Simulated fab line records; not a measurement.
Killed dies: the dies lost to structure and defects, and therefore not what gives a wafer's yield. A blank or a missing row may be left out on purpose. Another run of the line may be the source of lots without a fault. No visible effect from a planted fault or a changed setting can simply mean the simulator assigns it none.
Split-lot experiment | flow rit_cmos | 5 lots, 23 wafers read, on a route of 202 steps

## ABOUT THE SPLIT
At RIT_NRETRO_SOFTBAKE_02 (time 60 s), the setting temp_c was moved away from the recipe's 90 C on 8 of the 23 wafers read, by -3.4% to +2.8%. The other wafers ran this setting at the recipe's value.

## FROM THE SPLIT TO THE READING: what the file shows between them, 2 steps
- RIT_NRETRO_EXPOSE_03: exposes mask M4, target cd 43900 nm
- RIT_NRETRO_PEB_04

## THE READING
NOVOLAK_of_NRETRO_COAT_01.thk_nm (the simulator's own value, which no gauge read), in nm, at RIT_NRETRO_DEVELOP_05 (develop time 68 s). No usual value for it is given in the file. The 15 wafers here that ran the recipe average 1297 nm, standard deviation 2.4 nm.

wafer  | tool, chamber at the split | temp_c as run, C | against the recipe | NOVOLAK_of_NRETRO_COAT_01.thk_nm, nm | against lot-mates on the recipe
L076.1 | litho_track-01, 0          | 90               | recipe             | 1297                                 | -
L076.3 | litho_track-01, 0          | 88.31            | -1.9%              | 1306                                 | +8
L076.4 | litho_track-01, 0          | 88.31            | -1.9%              | 1302                                 | +4
L076.5 | litho_track-01, 0          | 88.31            | -1.9%              | 1303                                 | +4
L076.6 | litho_track-01, 0          | 90               | recipe             | 1300                                 | -
L077.1 | litho_track-03, 0          | 86.95            | -3.4%              | 1313                                 | +12
L077.3 | litho_track-03, 0          | 90               | recipe             | 1299                                 | -
L077.4 | litho_track-03, 0          | 90               | recipe             | 1302                                 | -
L077.5 | litho_track-03, 0          | 86.95            | -3.4%              | 1310                                 | +10
L077.6 | litho_track-03, 0          | 86.95            | -3.4%              | 1310                                 | +10
L082.1 | litho_track-03, 0          | 90               | recipe             | 1297                                 | -
L082.3 | litho_track-03, 0          | 90               | recipe             | 1294                                 | -
L082.4 | litho_track-03, 0          | 92.5             | +2.8%              | 1286                                 | -10
L082.5 | litho_track-03, 0          | 92.5             | +2.8%              | 1284                                 | -12
L082.6 | litho_track-03, 0          | 90               | recipe             | 1298                                 | -
L083.1 | litho_track-04, 0          | 90               | recipe             | 1298                                 | -
L083.2 | litho_track-04, 0          | 90               | recipe             | 1300                                 | -
L083.4 | litho_track-04, 0          | 90               | recipe             | 1299                                 | -
L083.6 | litho_track-04, 0          | 90               | recipe             | 1299                                 | -
L083.5 | litho_track-04, 0          | 90               | recipe             | 1296                                 | -
L085.1 | litho_track-01, 0          | 90               | recipe             | 1295                                 | -
L085.3 | litho_track-01, 0          | 90               | recipe             | 1295                                 | -
L085.2 | litho_track-01, 0          | 90               | recipe             | 1293                                 | -

FIT RESULTS
A straight line over all 23 wafers: NOVOLAK_of_NRETRO_COAT_01.thk_nm changes by -4.05 nm for each +1% of temp_c; r = -0.94; the points scatter about the line by 2.3 nm.
The same after taking each lot's own level away (the mean of its wafers on the recipe; 23 wafers): -3.36 nm for each +1%; r = -0.96; scatter 1.6 nm.
The reading moves by 11 nm for the largest change in temp_c, on that fit.
The span of the lots' own levels, 1294.3 to 1300.5 nm, comes to 2.5 times the standard deviation stated above.
So the slope is not independent of the lot-to-lot level: the two fits are not the same.
Check: for one of the wafers moved furthest among these (-3.4%), held out of the fit, the line's prediction against its lot-mates is +10.6 nm. It came out at +12.5 nm against them.

## THE OTHER SPLITS THESE WAFERS WENT THROUGH
Other splits were also applied to these wafers ahead of the reading. Each is held against what the fit with the lots' levels taken away leaves over:
other split on the same wafers      | wafers away from the commonest value | r with NOVOLAK_of_NRETRO_COAT_01.thk_nm (lot level and that fit taken away)
RIT_ACTIVE_OXIDATION_01 temp_c      | 15                                   | -0.07
RIT_ACTIVE_EXPOSE_08 dose_mj        | 11                                   | -0.07
RIT_FOX2_CLEAN_02 time_s            | 10                                   | -0.10
RIT_NWELL_COAT_01 spin_rpm          | 5                                    | +0.29
RIT_NWELL_DEVELOP_05 develop_time_s | 7                                    | -0.11
RIT_PWELL_IMPLANT_08 energy_kev     | 11                                   | +0.07

## THE FILE'S OWN FIT
NOVOLAK_of_NRETRO_COAT_01.thk_nm changes by -3.39 nm for each +1% of temp_c, r = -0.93.
